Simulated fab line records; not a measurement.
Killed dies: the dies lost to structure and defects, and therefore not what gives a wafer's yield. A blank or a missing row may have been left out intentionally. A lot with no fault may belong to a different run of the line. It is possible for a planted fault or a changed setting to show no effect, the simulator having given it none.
The same fault as seen by 2 desks + flow rit-cmos + what lay behind the numbers comes last; until then each desk has only its own

== THE METROLOGY DESK ==
What the gauges read, lot by lot, whatever tool the lot ran on: means of the sampled wafers that have a number. If a lot's mean is further than 4 standard deviations from the usual mean, the lot is out of limits and carries the mark OUT (the distance appears in the brackets).
Columns: A = PSD_OVL at RIT_PSD_OVL_MEAS_06, usual 0.8 nm; B = PSD_TW at RIT_PSD_TW_MEAS_10, usual 3428
| lot  | first seen here | A    | B    |
|------|-----------------|------|------|
| L680 | day 3 03:37     | 0.5  | 3404 |
| L681 | day 3 12:29     | 0.5  | 3414 |
| L682 | day 3 16:49     | 0.6  | 3413 |
| L683 | day 3 22:12     | 3.9  | 3449 |
| L684 | day 4 00:46     | 0.0  | 3460 |
| L686 | day 4 12:34     | -0.1 | 3456 |
| L688 | day 5 01:46     | 2.1  | 3438 |
| L689 | day 5 04:17     | 1.1  | 3415 |
| L691 | day 5 14:55     | 0.5  | 3388 |
| L693 | day 5 22:44     | 0.5  | 3415 |
| L695 | day 6 09:46     | -2.2 | 3440 |
| L697 | day 6 18:28     | -1.4 | 3412 |
| L700 | day 7 11:03     | 1.1  | 3425 |
| L702 | day 7 20:03     | 1.3  | 3404 |
This desk's verdict: no lot among the 14 shows anything out of limits.

== TOOL OWNER'S DESK, rtp-anneal-02 ==
The tool's own readings at RIT_SILICIDE_RTA_04 (time 10 s, ramp up 5 s, ramp down 5 s): means of the sampled wafers that have a number, for each lot that ran on this tool. If a lot's mean is further than 4 standard deviations from the usual mean, the lot is out of limits and carries the mark OUT (the distance appears in the brackets).
Columns: A = wafer_temp_C_max at RIT_SILICIDE_RTA_04, usual 652.2
| lot  | first seen here | A               |
|------|-----------------|-----------------|
| L681 | day 3 14:19     | 652.3           |
| L682 | day 3 18:38     | 652.5           |
| L683 | day 4 00:01     | 652.9           |
| L689 | day 5 06:07     | 652.2           |
| L691 | day 5 16:44     | 652.0           |
| L693 | day 6 00:35     | 653.3           |
| L695 | day 6 11:39     | 627.7 (-47) OUT |
| L697 | day 6 20:17     | 627.6 (-47) OUT |
Finding of this desk: L695, L697 out of limits; the first was L695 at day 6 11:39, on wafer_temp_C_max at RIT_SILICIDE_RTA_04. In limits: L681, L682, L683, L689, L691, L693.

== PUT TOGETHER ==
On L695, L697, at day 6 11:39, an alarm was possible from the tool owner's desk.
At the metrology desk, nothing out of limits was observed.
The metrology desk holds a record of L695, L697, inside its limits.
The lots listed all ran RIT_SILICIDE_RTA_04 on rtp-anneal-02.

== WHAT THE SIMULATOR HAD INSERTED ==
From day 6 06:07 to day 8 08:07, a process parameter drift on rtp-anneal-02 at RIT_SILICIDE_RTA_04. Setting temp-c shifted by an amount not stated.
Shown lots that were struck: L695, L697.
Time in hours from fault onset to the first out-of-limits reading at each desk: the tool owner's desk, 6.
